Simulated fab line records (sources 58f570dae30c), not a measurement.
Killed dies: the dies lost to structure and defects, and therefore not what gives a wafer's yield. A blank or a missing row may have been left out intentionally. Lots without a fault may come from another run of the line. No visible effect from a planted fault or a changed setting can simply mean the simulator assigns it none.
The same fault as seen by 2 desks	flow berkeley-cmos170	numbers are kept per desk, each desk with only its own; the story behind them comes last

THE TOOL OWNER'S DESK: implanter-03
The tool's own readings at UCB170_NWELL_IMPLANT_14, given as means over the sampled wafers that have a number, one for each lot that went through this tool. Any lot whose mean is over 4 standard deviations away from the usual mean is out of limits and marked OUT; that distance is given in the brackets.
Columns: A = beam-energy-keV at UCB170_NWELL_IMPLANT_14, usual 149.99
lot	first seen here	A
L779	day 4 00:03	151.88 (+39) OUT
L781	day 4 02:17	151.92 (+40) OUT
L783	day 4 10:20	151.89 (+40) OUT
L793	day 6 21:21	149.95
This desk finds L779, L781, L783 out of limits, L779 being first, at day 4 00:03 (beam-energy-keV at UCB170_NWELL_IMPLANT_14). L793: within limits.

AT THE METROLOGY DESK
What the gauges read for every lot (on any tool): the sampled wafers with a number, averaged. Any lot whose mean is over 4 standard deviations away from the usual mean is out of limits and marked OUT; that distance is given in the brackets.
Columns: A = NWELL_OXIDE_THK at UCB170_NWELL_THK_MEAS_02, usual 26.3 nm; B = NWELL_NITRIDE_THK at UCB170_NWELL_THK_MEAS_05, usual 223.6 nm; C = NWELL_OVL at UCB170_NWELL_OVL_MEAS_12, usual 0 nm
lot	first seen here	A	B	C
L775	day 2 17:49	26.3	224.4	2
L779	day 3 15:55	26.5	223.0	4
L781	day 3 20:05	26.6	221.4	3
L783	day 4 03:23	26.4	224.4	-1
L791	day 5 20:32	26.1	222.1	-6
L792	day 6 03:29	26.6	223.9	-2
L793	day 6 11:40	26.6	226.5	-4
This desk found nothing out of limits on any of the 7 lots.

BROUGHT TOGETHER
On L779, L781, L783, at day 4 00:03, an alarm was possible from the tool owner's desk.
From the metrology desk's view, nothing was out of limits.
The metrology desk holds a record of L779, L781, L783, inside its limits.
Of the lots named, all ran UCB170_NWELL_IMPLANT_14 on implanter-03.

WHAT THE SIMULATOR HAD PUT IN
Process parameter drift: implanter-03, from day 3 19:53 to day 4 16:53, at UCB170_NWELL_IMPLANT_14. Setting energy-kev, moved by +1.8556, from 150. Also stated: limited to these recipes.
Struck lots among those shown: L779, L781, L783.
Delay in hours, fault start to first out-of-limits reading, by desk: the tool owner's desk at 4.
